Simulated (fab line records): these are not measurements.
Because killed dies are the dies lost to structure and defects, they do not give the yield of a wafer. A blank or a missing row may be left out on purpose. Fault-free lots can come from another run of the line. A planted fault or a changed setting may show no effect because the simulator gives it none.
fab line records :: flow berkeley_cmos170
record
  lots=6
  wafers=18
  last_day=13
route steps=331 shown M2@290 V2@292
lots untouched by any fault: they come from a run of this same line in which no faults occurred
start_h: hours from the record's opening day to when the first of the lot's shown wafers began :: wait_h: hours elapsed since this lot's preceding step :: " the same as in the row above :: L1.1+2: one row covering several wafers at once :: - either no value or no given start :: * or withheld: withheld :: < > ~ a bound
route shown NAME@n: names a module that has steps shown in the file, with the first one's number in the route :: usual: mean/standard deviation taken from wafers without a fault :: same: alike in all rows :: chamber/n: place in a boat :: sites: readings site by site :: _std_site: standard deviation across them :: _edge_site: mean of outer sites minus mean of inner sites :: radius_mm: for every site, how far away it sits from the centre of the wafer :: mask NAME#n: copy n :: behind: the last tool/chamber to shape the wafer :: hold: the reason the lot was held/the length of the hold in hours/how it ended :: device: whichever transistor did not switch (one of n, p or np) :: end of line: tests of these same wafers at the route's end :: where a step has no rows: the recipe by itself :: killed: count of dies lost to structure and defects at first sort (not the wafer's yield) :: map: the dies of a wafer, with x for killed, . for not killed, _ for no die there
set.NAME: setting as actually run; set.NAME@STEP: the setting as run at that earlier step :: model.NAME: the simulator's own value behind a step, which no gauge read
lots at selected steps of the route; one table per step, one row per wafer
services: when a tool's chamber went out of use (start_h, in hours from the record's first day, below 0 if earlier), for how many hours, and the reason
## steps
# step UCB170_M2_STRIP_19
# recipe
  chemistry=O2
  power_w=400
  pressure_mtorr=3500
  platen_temp_c=withheld
  o2_flow_sccm=400
  overash_fraction=0.5
# usual
  drypump_motor_current_A=5.6/0.37
  oes_product_au=0.551/0.017
lot.wafer: L318.1
tool: plasma_asher-04
chamber: 0
start_h: 172.57
wait_h: 0.1
drypump_motor_current_A: 6.0
oes_product_au: 0.512
rf_hours_counter_h: 46

lot.wafer: L318.3
tool: plasma_asher-04
chamber: 1
start_h: 172.57
wait_h: 0.1
drypump_motor_current_A: 5.6
oes_product_au: 0.514
rf_hours_counter_h: -

lot.wafer: L318.4
tool: plasma_asher-04
chamber: 0
start_h: 172.57
wait_h: 0.1
drypump_motor_current_A: 6.1
oes_product_au: 0.545
rf_hours_counter_h: -

lot.wafer: L320.1
tool: plasma_asher-01
chamber: 0
start_h: 199.24
wait_h: 0.1
drypump_motor_current_A: 5.5
oes_product_au: 0.555
rf_hours_counter_h: 9

lot.wafer: L320.2
tool: plasma_asher-01
chamber: 1
start_h: 199.24
wait_h: 0.1
drypump_motor_current_A: 5.1
oes_product_au: 0.550
rf_hours_counter_h: 9

lot.wafer: L320.5
tool: plasma_asher-01
chamber: 1
start_h: 199.24
wait_h: 0.1
drypump_motor_current_A: 5.1
oes_product_au: 0.561
rf_hours_counter_h: -

lot.wafer: L321.3
tool: plasma_asher-02
chamber: 0
start_h: 199.31
wait_h: 0.1
drypump_motor_current_A: 5.5
oes_product_au: 0.525
rf_hours_counter_h: -

lot.wafer: L321.4
tool: plasma_asher-02
chamber: 1
start_h: 199.31
wait_h: 0.1
drypump_motor_current_A: 6.2
oes_product_au: 0.569
rf_hours_counter_h: -

lot.wafer: L321.5
tool: plasma_asher-02
chamber: 0
start_h: 199.31
wait_h: 0.1
drypump_motor_current_A: 5.5
oes_product_au: 0.561
rf_hours_counter_h: -

lot.wafer: L324.1
tool: plasma_asher-01
chamber: 1
start_h: 211.63
wait_h: 0.1
drypump_motor_current_A: 5.1
oes_product_au: 0.544
rf_hours_counter_h: 10

lot.wafer: L324.3
tool: plasma_asher-01
chamber: 0
start_h: 211.63
wait_h: 0.1
drypump_motor_current_A: 5.5
oes_product_au: 0.567
rf_hours_counter_h: -

lot.wafer: L324.5
tool: plasma_asher-01
chamber: 1
start_h: 211.63
wait_h: 0.1
drypump_motor_current_A: 5.1
oes_product_au: 0.556
rf_hours_counter_h: -

lot.wafer: L338.1
tool: plasma_asher-04
chamber: 0
start_h: 304.59
wait_h: 0.1
drypump_motor_current_A: 6.1
oes_product_au: 0.558
rf_hours_counter_h: 58

lot.wafer: L338.2
tool: plasma_asher-04
chamber: 1
start_h: 304.59
wait_h: 0.1
drypump_motor_current_A: 5.6
oes_product_au: 0.541
rf_hours_counter_h: 58

lot.wafer: L338.3
tool: plasma_asher-04
chamber: 0
start_h: 304.59
wait_h: 0.1
drypump_motor_current_A: 6.0
oes_product_au: 0.545
rf_hours_counter_h: -

lot.wafer: L337.3
tool: plasma_asher-02
chamber: 1
start_h: 304.87
wait_h: 0.1
drypump_motor_current_A: 6.2
oes_product_au: 0.564
rf_hours_counter_h: -

lot.wafer: L337.5
tool: plasma_asher-02
chamber: 1
start_h: 304.87
wait_h: 0.1
drypump_motor_current_A: 6.2
oes_product_au: 0.516
rf_hours_counter_h: -

lot.wafer: L337.6
tool: plasma_asher-02
chamber: 0
start_h: 304.87
wait_h: 0.1
drypump_motor_current_A: 5.5
oes_product_au: 0.569
rf_hours_counter_h: -
# step UCB170_M2_CD_MEAS_90
# recipe
  target_cd_nm=700
# usual
  cd_nm=698/4.7
lot.wafer: L318.1
tool: cd_sem-01
chamber: -
start_h: 172.67
wait_h: 0.1
cd_nm: 690

lot.wafer: L318.3
tool: cd_sem-01
chamber: -
start_h: 172.67
wait_h: 0.1
cd_nm: 687

lot.wafer: L318.4
tool: cd_sem-01
chamber: -
start_h: 172.67
wait_h: 0.1
cd_nm: 693

lot.wafer: L320.1
tool: cd_sem-01
chamber: -
start_h: 199.34
wait_h: 0.1
cd_nm: 704

lot.wafer: L320.2
tool: cd_sem-01
chamber: -
start_h: 199.34
wait_h: 0.1
cd_nm: 694

lot.wafer: L320.5
tool: cd_sem-01
chamber: -
start_h: 199.34
wait_h: 0.1
cd_nm: 704

lot.wafer: L321.3
tool: cd_sem-02
chamber: -
start_h: 199.42
wait_h: 0.1
cd_nm: 698

lot.wafer: L321.4
tool: cd_sem-02
chamber: -
start_h: 199.42
wait_h: 0.1
cd_nm: 699

lot.wafer: L321.5
tool: cd_sem-02
chamber: -
start_h: 199.42
wait_h: 0.1
cd_nm: 701

lot.wafer: L324.1
tool: cd_sem-01
chamber: -
start_h: 211.73
wait_h: 0.1
cd_nm: 697

lot.wafer: L324.3
tool: cd_sem-01
chamber: -
start_h: 211.73
wait_h: 0.1
cd_nm: 702

lot.wafer: L324.5
tool: cd_sem-01
chamber: -
start_h: 211.73
wait_h: 0.1
cd_nm: 700

lot.wafer: L338.1
tool: cd_sem-01
chamber: -
start_h: 304.69
wait_h: 0.1
cd_nm: 712

lot.wafer: L338.2
tool: cd_sem-01
chamber: -
start_h: 304.69
wait_h: 0.1
cd_nm: 701

lot.wafer: L338.3
tool: cd_sem-01
chamber: -
start_h: 304.69
wait_h: 0.1
cd_nm: 702

lot.wafer: L337.3
tool: cd_sem-02
chamber: -
start_h: 304.98
wait_h: 0.1
cd_nm: 694

lot.wafer: L337.5
tool: cd_sem-02
chamber: -
start_h: 304.98
wait_h: 0.1
cd_nm: 694

lot.wafer: L337.6
tool: cd_sem-02
chamber: -
start_h: 304.98
wait_h: 0.1
cd_nm: 695
# step UCB170_V2_CVD_00
# recipe
  material=SiO2
  target_thk_nm=2000
  temp_c=390
  precursor=TEOS/O2
  time_s=250
  rf_w=550
  pressure_mtorr=9000
# usual
  heater_power_w=264/56
lot.wafer: L318.1
tool: pecvd-03
chamber: 1
start_h: 172.79
wait_h: 0.1
heater_power_w: 269

lot.wafer: L318.3
tool: pecvd-03
chamber: 2
start_h: 172.79
wait_h: 0.1
heater_power_w: 341

lot.wafer: L318.4
tool: pecvd-03
chamber: 2
start_h: 172.79
wait_h: 0.1
heater_power_w: 247

lot.wafer: L320.1
tool: pecvd-01
chamber: 1
start_h: 199.46
wait_h: 0.1
heater_power_w: 357

lot.wafer: L320.2
tool: pecvd-01
chamber: 0
start_h: 199.46
wait_h: 0.1
heater_power_w: 197

lot.wafer: L320.5
tool: pecvd-01
chamber: 0
start_h: 199.46
wait_h: 0.1
heater_power_w: 252

lot.wafer: L321.3
tool: pecvd-03
chamber: 1
start_h: 199.50
wait_h: 0.1
heater_power_w: 273

lot.wafer: L321.4
tool: pecvd-03
chamber: 0
start_h: 199.50
wait_h: 0.1
heater_power_w: 216

lot.wafer: L321.5
tool: pecvd-03
chamber: 2
start_h: 199.50
wait_h: 0.1
heater_power_w: 244

lot.wafer: L324.1
tool: pecvd-01
chamber: 1
start_h: 211.85
wait_h: 0.1
heater_power_w: 315

lot.wafer: L324.3
tool: pecvd-01
chamber: 0
start_h: 211.85
wait_h: 0.1
heater_power_w: 254

lot.wafer: L324.5
tool: pecvd-01
chamber: 2
start_h: 211.85
wait_h: 0.1
heater_power_w: 261

lot.wafer: L338.1
tool: pecvd-03
chamber: 2
start_h: 304.81
wait_h: 0.1
heater_power_w: 267

lot.wafer: L338.2
tool: pecvd-03
chamber: 1
start_h: 304.81
wait_h: 0.1
heater_power_w: 293

lot.wafer: L338.3
tool: pecvd-03
chamber: 0
start_h: 304.81
wait_h: 0.1
heater_power_w: 255

lot.wafer: L337.3
tool: pecvd-04
chamber: 0
start_h: 305.06
wait_h: 0.1
heater_power_w: 343

lot.wafer: L337.5
tool: pecvd-04
chamber: 0
start_h: 305.06
wait_h: 0.1
heater_power_w: 258

lot.wafer: L337.6
tool: pecvd-04
chamber: 2
start_h: 305.06
wait_h: 0.1
heater_power_w: 157
# step UCB170_V2_THK_MEAS_01
# recipe
  reads=SiO2_of_V2_CVD_00
# usual
  V2_TEOS_THK=2001/33
lot.wafer: L318.1
tool: film_metro-03
chamber: -
start_h: 172.94
wait_h: 0.1
V2_TEOS_THK[nm]: 2011

lot.wafer: L318.3
tool: film_metro-03
chamber: -
start_h: 172.94
wait_h: 0.1
V2_TEOS_THK[nm]: 1987

lot.wafer: L318.4
tool: film_metro-03
chamber: -
start_h: 172.94
wait_h: 0.1
V2_TEOS_THK[nm]: 2009

lot.wafer: L320.1
tool: film_metro-04
chamber: -
start_h: 199.62
wait_h: 0.1
V2_TEOS_THK[nm]: 1966

lot.wafer: L320.2
tool: film_metro-04
chamber: -
start_h: 199.62
wait_h: 0.1
V2_TEOS_THK[nm]: 1968

lot.wafer: L320.5
tool: film_metro-04
chamber: -
start_h: 199.62
wait_h: 0.1
V2_TEOS_THK[nm]: 1975

lot.wafer: L321.3
tool: film_metro-03
chamber: -
start_h: 199.67
wait_h: 0.1
V2_TEOS_THK[nm]: 2005

lot.wafer: L321.4
tool: film_metro-03
chamber: -
start_h: 199.67
wait_h: 0.1
V2_TEOS_THK[nm]: 2010

lot.wafer: L321.5
tool: film_metro-03
chamber: -
start_h: 199.67
wait_h: 0.1
V2_TEOS_THK[nm]: 2033

lot.wafer: L324.1
tool: film_metro-03
chamber: -
start_h: 212.01
wait_h: 0.1
V2_TEOS_THK[nm]: 1985

lot.wafer: L324.3
tool: film_metro-03
chamber: -
start_h: 212.01
wait_h: 0.1
V2_TEOS_THK[nm]: 1966

lot.wafer: L324.5
tool: film_metro-03
chamber: -
start_h: 212.01
wait_h: 0.1
V2_TEOS_THK[nm]: 1963

lot.wafer: L338.1
tool: film_metro-04
chamber: -
start_h: 304.96
wait_h: 0.1
V2_TEOS_THK[nm]: 1973

lot.wafer: L338.2
tool: film_metro-04
chamber: -
start_h: 304.96
wait_h: 0.1
V2_TEOS_THK[nm]: 2027

lot.wafer: L338.3
tool: film_metro-04
chamber: -
start_h: 304.96
wait_h: 0.1
V2_TEOS_THK[nm]: 1998

lot.wafer: L337.3
tool: film_metro-01
chamber: -
start_h: 305.23
wait_h: 0.1
V2_TEOS_THK[nm]: 1978

lot.wafer: L337.5
tool: film_metro-01
chamber: -
start_h: 305.23
wait_h: 0.1
V2_TEOS_THK[nm]: 1994

lot.wafer: L337.6
tool: film_metro-01
chamber: -
start_h: 305.23
wait_h: 0.1
V2_TEOS_THK[nm]: 2001
# step UCB170_V2_CMP_02
# recipe
  material=SiO2
  down_force_psi=6
  platen_rpm=60
  pad_velocity_m_s=0.75398
# usual
  head_pressure_psi=5.999/0.013
  motor_current_A=17.0/1.8
  platen_rpm=60.00/0.041
lot.wafer: L318.4
tool: cmp-01
chamber: 0
start_h: 173.05
wait_h: 0.1
head_pressure_psi: 6.020
motor_current_A: 19.8
platen_rpm: 60.00

lot.wafer: L318.1
tool: cmp-01
chamber: 1
start_h: 173.05
wait_h: 0.1
head_pressure_psi: 6.018
motor_current_A: 17.8
platen_rpm: 60.03

lot.wafer: L318.3
tool: cmp-01
chamber: 2
start_h: 173.05
wait_h: 0.1
head_pressure_psi: 6.012
motor_current_A: 18.4
platen_rpm: 59.99

lot.wafer: L321.4
tool: cmp-01
chamber: 1
start_h: 199.71
wait_h: 0.0
head_pressure_psi: 5.986
motor_current_A: 18.5
platen_rpm: 59.93

lot.wafer: L321.3
tool: cmp-01
chamber: 0
start_h: 199.71
wait_h: 0.0
head_pressure_psi: 5.996
motor_current_A: 19.9
platen_rpm: 60.01

lot.wafer: L321.5
tool: cmp-01
chamber: 2
start_h: 199.71
wait_h: 0.0
head_pressure_psi: 6.025
motor_current_A: 17.7
platen_rpm: 60.02

lot.wafer: L320.1
tool: cmp-02
chamber: 2
start_h: 199.78
wait_h: 0.1
head_pressure_psi: 5.984
motor_current_A: 18.4
platen_rpm: 60.02

lot.wafer: L320.2
tool: cmp-02
chamber: 3
start_h: 199.78
wait_h: 0.1
head_pressure_psi: 6.002
motor_current_A: 14.9
platen_rpm: 60.00

lot.wafer: L320.5
tool: cmp-02
chamber: 1
start_h: 199.78
wait_h: 0.1
head_pressure_psi: 5.988
motor_current_A: 14.9
platen_rpm: 59.95

lot.wafer: L324.3
tool: cmp-02
chamber: 2
start_h: 212.12
wait_h: 0.1
head_pressure_psi: 5.962
motor_current_A: 17.4
platen_rpm: 59.96

lot.wafer: L324.1
tool: cmp-02
chamber: 3
start_h: 212.12
wait_h: 0.1
head_pressure_psi: 5.987
motor_current_A: 15.5
platen_rpm: 60.01

lot.wafer: L324.5
tool: cmp-02
chamber: 2
start_h: 212.12
wait_h: 0.1
head_pressure_psi: 6.002
motor_current_A: 18.8
platen_rpm: 59.99

lot.wafer: L338.3
tool: cmp-01
chamber: 0
start_h: 305.02
wait_h: 0.0
head_pressure_psi: 5.991
motor_current_A: 19.9
platen_rpm: 60.03

lot.wafer: L338.1
tool: cmp-01
chamber: 2
start_h: 305.02
wait_h: 0.0
head_pressure_psi: 6.011
motor_current_A: 18.3
platen_rpm: 59.94

lot.wafer: L338.2
tool: cmp-01
chamber: 3
start_h: 305.02
wait_h: 0.0
head_pressure_psi: 5.986
motor_current_A: 17.2
platen_rpm: 59.98

lot.wafer: L337.3
tool: cmp-02
chamber: 0
start_h: 305.43
wait_h: 0.2
head_pressure_psi: 5.999
motor_current_A: 14.9
platen_rpm: 60.00

lot.wafer: L337.5
tool: cmp-02
chamber: 1
start_h: 305.43
wait_h: 0.2
head_pressure_psi: 6.006
motor_current_A: 14.7
platen_rpm: 60.05

lot.wafer: L337.6
tool: cmp-02
chamber: 2
start_h: 305.43
wait_h: 0.2
head_pressure_psi: 6.011
motor_current_A: 18.5
platen_rpm: 60.00
# step UCB170_V2_BOW_MEAS_03
# recipe
  mode=bow
# usual
  V2_BOW=37/7.4
lot.wafer: L318.1
tool: film_metro-03
chamber: -
start_h: 173.35
wait_h: 0.2
V2_BOW[um]: 39

lot.wafer: L318.3
tool: film_metro-03
chamber: -
start_h: 173.35
wait_h: 0.2
V2_BOW[um]: 34

lot.wafer: L318.4
tool: film_metro-03
chamber: -
start_h: 173.35
wait_h: 0.2
V2_BOW[um]: 28

lot.wafer: L320.1
tool: film_metro-04
chamber: -
start_h: 199.98
wait_h: 0.1
V2_BOW[um]: 38

lot.wafer: L320.2
tool: film_metro-04
chamber: -
start_h: 199.98
wait_h: 0.1
V2_BOW[um]: 35

lot.wafer: L320.5
tool: film_metro-04
chamber: -
start_h: 199.98
wait_h: 0.1
V2_BOW[um]: 43

lot.wafer: L321.3
tool: film_metro-03
chamber: -
start_h: 200.06
wait_h: 0.1
V2_BOW[um]: 42

lot.wafer: L321.4
tool: film_metro-03
chamber: -
start_h: 200.06
wait_h: 0.1
V2_BOW[um]: 49

lot.wafer: L321.5
tool: film_metro-03
chamber: -
start_h: 200.06
wait_h: 0.1
V2_BOW[um]: 39

lot.wafer: L324.1
tool: film_metro-04
chamber: -
start_h: 212.37
wait_h: 0.1
V2_BOW[um]: 36

lot.wafer: L324.3
tool: film_metro-04
chamber: -
start_h: 212.37
wait_h: 0.1
V2_BOW[um]: 32

lot.wafer: L324.5
tool: film_metro-04
chamber: -
start_h: 212.37
wait_h: 0.1
V2_BOW[um]: 47

lot.wafer: L338.1
tool: film_metro-01
chamber: -
start_h: 305.32
wait_h: 0.1
V2_BOW[um]: 32

lot.wafer: L338.2
tool: film_metro-01
chamber: -
start_h: 305.32
wait_h: 0.1
V2_BOW[um]: 35

lot.wafer: L338.3
tool: film_metro-01
chamber: -
start_h: 305.32
wait_h: 0.1
V2_BOW[um]: 24

lot.wafer: L337.3
tool: film_metro-01
chamber: -
start_h: 305.63
wait_h: 0.1
V2_BOW[um]: 46

lot.wafer: L337.5
tool: film_metro-01
chamber: -
start_h: 305.63
wait_h: 0.1
V2_BOW[um]: 30

lot.wafer: L337.6
tool: film_metro-01
chamber: -
start_h: 305.63
wait_h: 0.1
V2_BOW[um]: 43
# step UCB170_V2_THK_MEAS_04
# recipe
  reads=SiO2_of_V2_CVD_00
# usual
  V2_POLISHED_THK=1000.0/1.4
lot.wafer: L318.1
tool: film_metro-03
chamber: -
start_h: 173.47
wait_h: 0.1
V2_POLISHED_THK[nm]: 1001.5

lot.wafer: L318.3
tool: film_metro-03
chamber: -
start_h: 173.47
wait_h: 0.1
V2_POLISHED_THK[nm]: 999.9

lot.wafer: L318.4
tool: film_metro-03
chamber: -
start_h: 173.47
wait_h: 0.1
V2_POLISHED_THK[nm]: 1000.9

lot.wafer: L320.1
tool: film_metro-04
chamber: -
start_h: 200.10
wait_h: 0.1
V2_POLISHED_THK[nm]: 1001.5

lot.wafer: L320.2
tool: film_metro-04
chamber: -
start_h: 200.10
wait_h: 0.1
V2_POLISHED_THK[nm]: 999.9

lot.wafer: L320.5
tool: film_metro-04
chamber: -
start_h: 200.10
wait_h: 0.1
V2_POLISHED_THK[nm]: 1000.7

lot.wafer: L321.3
tool: film_metro-03
chamber: -
start_h: 200.16
wait_h: 0.1
V2_POLISHED_THK[nm]: 1000.0

lot.wafer: L321.4
tool: film_metro-03
chamber: -
start_h: 200.16
wait_h: 0.1
V2_POLISHED_THK[nm]: 1001.3

lot.wafer: L321.5
tool: film_metro-03
chamber: -
start_h: 200.16
wait_h: 0.1
V2_POLISHED_THK[nm]: 998.8

lot.wafer: L324.1
tool: film_metro-04
chamber: -
start_h: 212.49
wait_h: 0.1
V2_POLISHED_THK[nm]: 998.7

lot.wafer: L324.3
tool: film_metro-04
chamber: -
start_h: 212.49
wait_h: 0.1
V2_POLISHED_THK[nm]: 1000.8

lot.wafer: L324.5
tool: film_metro-04
chamber: -
start_h: 212.49
wait_h: 0.1
V2_POLISHED_THK[nm]: 1000.7

lot.wafer: L338.1
tool: film_metro-01
chamber: -
start_h: 305.44
wait_h: 0.1
V2_POLISHED_THK[nm]: 997.9

lot.wafer: L338.2
tool: film_metro-01
chamber: -
start_h: 305.44
wait_h: 0.1
V2_POLISHED_THK[nm]: 1001.0

lot.wafer: L338.3
tool: film_metro-01
chamber: -
start_h: 305.44
wait_h: 0.1
V2_POLISHED_THK[nm]: 998.0

lot.wafer: L337.3
tool: film_metro-01
chamber: -
start_h: 305.73
wait_h: 0.1
V2_POLISHED_THK[nm]: 1001.5

lot.wafer: L337.5
tool: film_metro-01
chamber: -
start_h: 305.73
wait_h: 0.1
V2_POLISHED_THK[nm]: 999.4

lot.wafer: L337.6
tool: film_metro-01
chamber: -
start_h: 305.73
wait_h: 0.1
V2_POLISHED_THK[nm]: 1000.5
# step UCB170_V2_CLEAN_05
# recipe
  chemistry=DIW
# step UCB170_V2_HMDS_06
# recipe
  prime_time_s=60
  prime_temp_c=100
# step UCB170_V2_COAT_07
# recipe
  resist=KrF
  spin_rpm=1500
  resist_thk_nm=900
# step UCB170_V2_SOFTBAKE_08
# recipe
  resist=KrF
  temp_c=130
  time_s=60
# step UCB170_V2_EXPOSE_09
# recipe
  mask_id=VIA2
  target_cd_nm=700
  na=0.5
  sigma_outer=0.6
  source_shape=conventional
  dose_mj=37
# step UCB170_V2_PEB_10
# recipe
  peb_temp_c=130
  peb_time_s=withheld
  resist=KrF
# usual
  chill_plate_temp_C=23.03/0.092
  exhaust_pa=44.9/0.89
lot.wafer: L318.1
tool: litho_track-04
chamber: 0
start_h: 174.73
wait_h: 0.4
chill_plate_temp_C: 22.95
exhaust_pa: 44.7

lot.wafer: L318.3
tool: litho_track-04
chamber: 0
start_h: 174.73
wait_h: 0.4
chill_plate_temp_C: 23.03
exhaust_pa: 45.6

lot.wafer: L318.4
tool: litho_track-04
chamber: 0
start_h: 174.73
wait_h: 0.4
chill_plate_temp_C: 23.05
exhaust_pa: 45.1

lot.wafer: L320.1
tool: litho_track-03
chamber: -
start_h: 201.02
wait_h: 0.1
chill_plate_temp_C: -
exhaust_pa: -

lot.wafer: L320.2
tool: litho_track-03
chamber: -
start_h: 201.02
wait_h: 0.1
chill_plate_temp_C: -
exhaust_pa: -

lot.wafer: L320.5
tool: litho_track-03
chamber: -
start_h: 201.02
wait_h: 0.1
chill_plate_temp_C: -
exhaust_pa: -

lot.wafer: L321.3
tool: litho_track-04
chamber: -
start_h: 201.31
wait_h: 0.1
chill_plate_temp_C: -
exhaust_pa: -

lot.wafer: L321.4
tool: litho_track-04
chamber: -
start_h: 201.31
wait_h: 0.1
chill_plate_temp_C: -
exhaust_pa: -

lot.wafer: L321.5
tool: litho_track-04
chamber: -
start_h: 201.31
wait_h: 0.1
chill_plate_temp_C: -
exhaust_pa: -

lot.wafer: L324.1
tool: litho_track-04
chamber: 0
start_h: 214.10
wait_h: 0.3
chill_plate_temp_C: 23.09
exhaust_pa: 44.0

lot.wafer: L324.3
tool: litho_track-04
chamber: 0
start_h: 214.10
wait_h: 0.3
chill_plate_temp_C: 23.06
exhaust_pa: 43.7

lot.wafer: L324.5
tool: litho_track-04
chamber: 0
start_h: 214.10
wait_h: 0.3
chill_plate_temp_C: 23.09
exhaust_pa: 43.9

lot.wafer: L338.1
tool: litho_track-04
chamber: 0
start_h: 307.00
wait_h: 0.5
chill_plate_temp_C: 23.05
exhaust_pa: 45.5

lot.wafer: L338.2
tool: litho_track-04
chamber: 0
start_h: 307.00
wait_h: 0.5
chill_plate_temp_C: 23.00
exhaust_pa: 44.8

lot.wafer: L338.3
tool: litho_track-04
chamber: 0
start_h: 307.00
wait_h: 0.5
chill_plate_temp_C: 23.11
exhaust_pa: 45.1

lot.wafer: L337.3
tool: litho_track-04
chamber: 0
start_h: 307.32
wait_h: 0.3
chill_plate_temp_C: 22.86
exhaust_pa: 45.3

lot.wafer: L337.5
tool: litho_track-04
chamber: 0
start_h: 307.32
wait_h: 0.3
chill_plate_temp_C: 23.05
exhaust_pa: 44.1

lot.wafer: L337.6
tool: litho_track-04
chamber: 0
start_h: 307.32
wait_h: 0.3
chill_plate_temp_C: 23.08
exhaust_pa: 45.8
# step UCB170_V2_DEVELOP_11
# recipe
  developer=TMAH
  develop_time_s=45
  resist=KrF
  dev_temp_c=21
## services
tool: pecvd-04
chamber: -
start_h: 150.60
hours: 0.9
kind: repair

tool: cmp-02
chamber: -
start_h: 230.45
hours: 3.4
kind: repair

tool: cmp-02
chamber: -
start_h: 233.80
hours: 4.0
kind: pm

tool: cmp-01
chamber: -
start_h: 234.86
hours: 0.2
kind: repair

tool: cmp-02
chamber: -
start_h: 237.80
hours: -
kind: consumable_replace:conditioner

tool: cmp-02
chamber: -
start_h: 237.80
hours: -
kind: consumable_replace:pad

tool: pecvd-03
chamber: -
start_h: 242.50
hours: 14.0
kind: pm

tool: pecvd-03
chamber: 0
start_h: 242.50
hours: 14.0
kind: vent_cycle

tool: pecvd-03
chamber: 1
start_h: 242.50
hours: 14.0
kind: vent_cycle

tool: pecvd-03
chamber: 2
start_h: 242.50
hours: 14.0
kind: vent_cycle

tool: plasma_asher-04
chamber: -
start_h: 250.73
hours: 4.9
kind: repair

tool: pecvd-03
chamber: 0
start_h: 256.50
hours: -
kind: clean

tool: pecvd-03
chamber: 1
start_h: 256.50
hours: -
kind: clean

tool: pecvd-03
chamber: 2
start_h: 256.50
hours: -
kind: clean

tool: cmp-01
chamber: -
start_h: 266.67
hours: 0.6
kind: repair

tool: cmp-01
chamber: -
start_h: 278.37
hours: 11.7
kind: repair

tool: cmp-01
chamber: -
start_h: 295.16
hours: 5.5
kind: pm
## key
first_sign
  step=UCB170_V2_PEB_10
  reading=tool_record
  direction=missing
effect none on later readings
met_at UCB170_V2_PEB_10
struck_wafers L320.1,L320.2,L320.5,L321.3,L321.4,L321.5
later_rows_left_out L320.1,L320.2,L320.5,L321.3,L321.4,L321.5
sort_left_out L320.1,L320.2,L320.5,L321.3,L321.4,L321.5
onset_between 174.73 201.02
fault
  kind=skipped_step_whole
  tool=litho_track-03,litho_track-04
  chamber=-
  onset_h=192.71
  steps=UCB170_V2_PEB_10
  scope=struck_lots_only
# sort_left_out: the simulated sort isn't trusted on such a fault, so these wafers' sort isn't shown, and their yield isn't known
# later_rows_left_out: the simulator's readings of these wafers behind a module that went badly wrong aren't trusted and aren't shown, but for the sort
